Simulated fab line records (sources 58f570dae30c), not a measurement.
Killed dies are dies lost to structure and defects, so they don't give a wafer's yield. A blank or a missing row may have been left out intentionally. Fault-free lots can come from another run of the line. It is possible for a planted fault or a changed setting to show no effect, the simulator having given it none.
Check for tools in common | flow berkeley cmos170 | Sampled: 15 lots, 45 wafers

REASON IT WAS OPENED
Of 15 lots, 3 have the reading PLDD_TW flagged at UCB170_PLDD_TW_MEAS_11. Fault-free wafers read 1006, with a standard deviation of 5.1.
Rule: a lot is flagged when every wafer of it that has a number lies more than 4 standard deviations from that mean, or none has a number. The other lots count as sound.

lot  | measured     | on            | PLDD_TW, wafer by wafer | flag
L240 | day 7 05:26  | film metro-03 | 1011 1006 1005          |
L239 | day 7 05:28  | film metro-02 | 1004 1005 1005          |
L244 | day 7 17:58  | film metro-03 | 1011 1005 1010          |
L242 | day 7 18:12  | film metro-02 | 1002 1003 1004          |
L245 | day 7 18:16  | film metro-03 | 1007 1001 1005          |
L246 | day 7 22:19  | film metro-02 | 1000 1003 1002          |
L247 | day 7 22:40  | film metro-01 | 1010 1008 1008          |
L248 | day 8 07:29  | film metro-02 | 1007 1001 1003          |
L249 | day 9 00:23  | film metro-01 | 1004 1008 1000          |
L254 | day 9 09:16  | film metro-02 | 998 998 1000            |
L253 | day 9 12:31  | film metro-02 | 993 1002 996            |
L255 | day 9 22:56  | film metro-01 | 1004 998 1011           |
L252 | day 9 23:44  | film metro-01 | 1149 1144 1142          | FLAGGED
L259 | day 11 08:28 | film metro-02 | 1147 1145 1143          | FLAGGED
L260 | day 11 08:31 | film metro-01 | 1138 1138 1137          | FLAGGED
On average the flagged lots' numbers are 1143, which is +137 against the usual, or +27 standard deviations.

WHICH TOOL EACH LOT WENT THROUGH
The record holds 3 process steps before the reading, out of a route of 331 steps. In each cell: the tool, then ch and the chambers that the sampled wafers went through, then the start.
lot  | flag    | UCB170_GATE_ETCH_14                | UCB170_GATE_ETCH_15              | UCB170_PLDD_IMPLANT_09
L240 |         | rie diel-04 ch 0,1, day 7 02:55    | rie si-01 ch 1,2, day 7 02:57    | implanter-02 ch 0, day 7 05:12
L239 |         | rie diel-03 ch 0,2,3, day 7 03:13  | rie si-02 ch 0,2,3, day 7 03:16  | implanter-04 ch 0, day 7 05:13
L244 |         | rie diel-03 ch 1,3, day 7 15:40    | rie si-02 ch 0,1, day 7 15:42    | implanter-04 ch 0, day 7 17:43
L242 |         | rie diel-02 ch 0,2,3, day 7 15:47  | rie si-01 ch 0,1,2, day 7 15:50  | implanter-02 ch 0, day 7 17:59
L245 |         | rie diel-04 ch 0,1, day 7 16:03    | rie si-02 ch 1,2,3, day 7 16:05  | implanter-04 ch 0, day 7 18:01
L246 |         | rie diel-02 ch 0,1,2, day 7 20:20  | rie si-02 ch 1,2, day 7 20:23    | implanter-03 ch 0, day 7 22:05
L247 |         | rie diel-03 ch 0,3, day 7 20:31    | rie si-01 ch 0,1,2, day 7 20:33  | implanter-02 ch 0, day 7 22:25
L248 |         | rie diel-04 ch 2,3, day 8 03:36    | rie si-02 ch 1,2, day 8 03:38    | implanter-02 ch 0, day 8 07:10
L249 |         | rie diel-03 ch 1,2,3, day 8 22:17  | rie si-01 ch 0,2,3, day 8 22:19  | implanter-04 ch 0, day 9 00:08
L254 |         | rie diel-04 ch 0,2,3, day 9 05:41  | rie si-02 ch 0,1,2, day 9 05:44  | implanter-02 ch 0, day 9 09:01
L253 |         | rie diel-03 ch 0,2,3, day 9 10:32  | rie si-01 ch 0,1, day 9 10:34    | implanter-03 ch 0, day 9 12:16
L255 |         | rie diel-02 ch 0,2,3, day 9 20:47  | rie si-02 ch 0,1,3, day 9 20:50  | implanter-03 ch 0, day 9 22:43
L252 | FLAGGED | rie diel-04 ch 0,1,3, day 9 21:04  | rie si-01 ch 1,2,3, day 9 21:06  | implanter-02 ch 0, day 9 23:10
L259 | FLAGGED | rie diel-03 ch 0,1,3, day 11 01:57 | rie si-01 ch 1,2,3, day 11 01:59 | implanter-04 ch 0, day 11 07:55
L260 | FLAGGED | rie diel-04 ch 1,2,3, day 11 02:11 | rie si-02 ch 0,1,3, day 11 02:14 | implanter-03 ch 0, day 11 07:59
What these steps do:
- UCB170_GATE_ETCH_14: etches BARC in N2/H2.
- UCB170_GATE_ETCH_15: etches poly-Si in HBr/Cl2, stops on SiO2, time 56.3 s, target depth 278.2 nm.
- UCB170_PLDD_IMPLANT_09
- UCB170_PLDD_TW_MEAS_11

FLAGGED AGAINST TOTAL, ONE TOOL AT A TIME (gauges that did the reading follow at the end)
step                   | tool          | lots run | flagged | share of the flagged lots | sound lots run after its first flagged lot
UCB170_GATE_ETCH_14    | rie diel-02   | 3        | 0       | none                      | -
UCB170_GATE_ETCH_14    | rie diel-03   | 6        | 1       | some                      | 0
UCB170_GATE_ETCH_14    | rie diel-04   | 6        | 2       | some                      | 0
UCB170_GATE_ETCH_15    | rie si-01     | 7        | 2       | some                      | 0
UCB170_GATE_ETCH_15    | rie si-02     | 8        | 1       | some                      | 0
UCB170_PLDD_IMPLANT_09 | implanter-02  | 6        | 1       | some                      | 0
UCB170_PLDD_IMPLANT_09 | implanter-03  | 4        | 1       | some                      | 0
UCB170_PLDD_IMPLANT_09 | implanter-04  | 5        | 1       | some                      | 0
UCB170_PLDD_TW_MEAS_11 | film metro-01 | 5        | 2       | some                      | 0
UCB170_PLDD_TW_MEAS_11 | film metro-02 | 7        | 1       | some                      | 0
UCB170_PLDD_TW_MEAS_11 | film metro-03 | 3        | 0       | none                      | -

WHAT THE TABLE PERMITS
No row of the table ran every flagged lot.

WHAT WAS PUT IN BY THE SIMULATOR
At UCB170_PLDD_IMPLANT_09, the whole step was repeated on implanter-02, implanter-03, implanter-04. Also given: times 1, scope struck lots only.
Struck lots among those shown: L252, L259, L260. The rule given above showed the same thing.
